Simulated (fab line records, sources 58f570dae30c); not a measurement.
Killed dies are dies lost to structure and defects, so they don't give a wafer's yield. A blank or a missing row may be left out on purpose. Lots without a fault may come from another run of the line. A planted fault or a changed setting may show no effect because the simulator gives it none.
Chamber matching | flow berkeley_cmos170 | UCB170_GATE_ETCH_15 on rie_si-01: 4 sister chambers
The step etches poly-Si in HBr/Cl2, stops on SiO2, time 56.3 s, target depth 278.2 nm. 8 wafers are shown with their chamber, then 7 later ones without.

WAFERS WITH THEIR CHAMBER
wafer  | chamber | throttle_valve_pct (%) | drypump_motor_current_A (A)
L421.2 | 1       | 26.49                  | 5.68
L421.3 | 3       | 26.30                  | 6.00
L421.5 | 2       | 26.82                  | 5.97
L429.1 | 0       | 26.08                  | 5.59
L429.2 | 3       | 26.29                  | 5.98
L429.6 | 0       | 26.08                  | 5.57
L430.2 | 1       | 26.50                  | 5.68
L430.4 | 2       | 26.84                  | 5.98

WAFERS WITHOUT THEIR CHAMBER
wafer  | throttle_valve_pct (%) | drypump_motor_current_A (A)
L430.6 | 26.50                  | 5.64
L434.1 | 26.83                  | 5.96
L434.3 | 26.08                  | 5.55
L434.5 | 26.83                  | 5.94
L432.3 | 26.50                  | 5.65
L433.1 | 26.50                  | 5.67
L433.2 | 26.83                  | 5.96

WHICH CHAMBER EACH WENT THROUGH
wafer  | from the rows above | in truth
L430.6 | 1                   | 1
L434.1 | 2                   | 2
L434.3 | 0                   | 0
L434.5 | 2                   | 2
L432.3 | 1                   | 1
L433.1 | 1                   | 1
L433.2 | 2                   | 2
Placed correctly: 7 of 7. Can't be placed from these rows: 0. Placed wrongly: 0.
How it was worked out, from the rows above alone: a wafer's distance from a chamber is the root of the sum, over the readings, of the square of ((its reading less the chamber's mean) divided by the reading's scatter). The wafer belongs to the nearest chamber; if the next one is less than 2 further off, it can't be placed. A chamber's mean is the mean of its shown wafers. The scatter: the root of (the sum of the squares of (reading less its chamber's mean) over the shown wafers, divided by (wafers less chambers)).
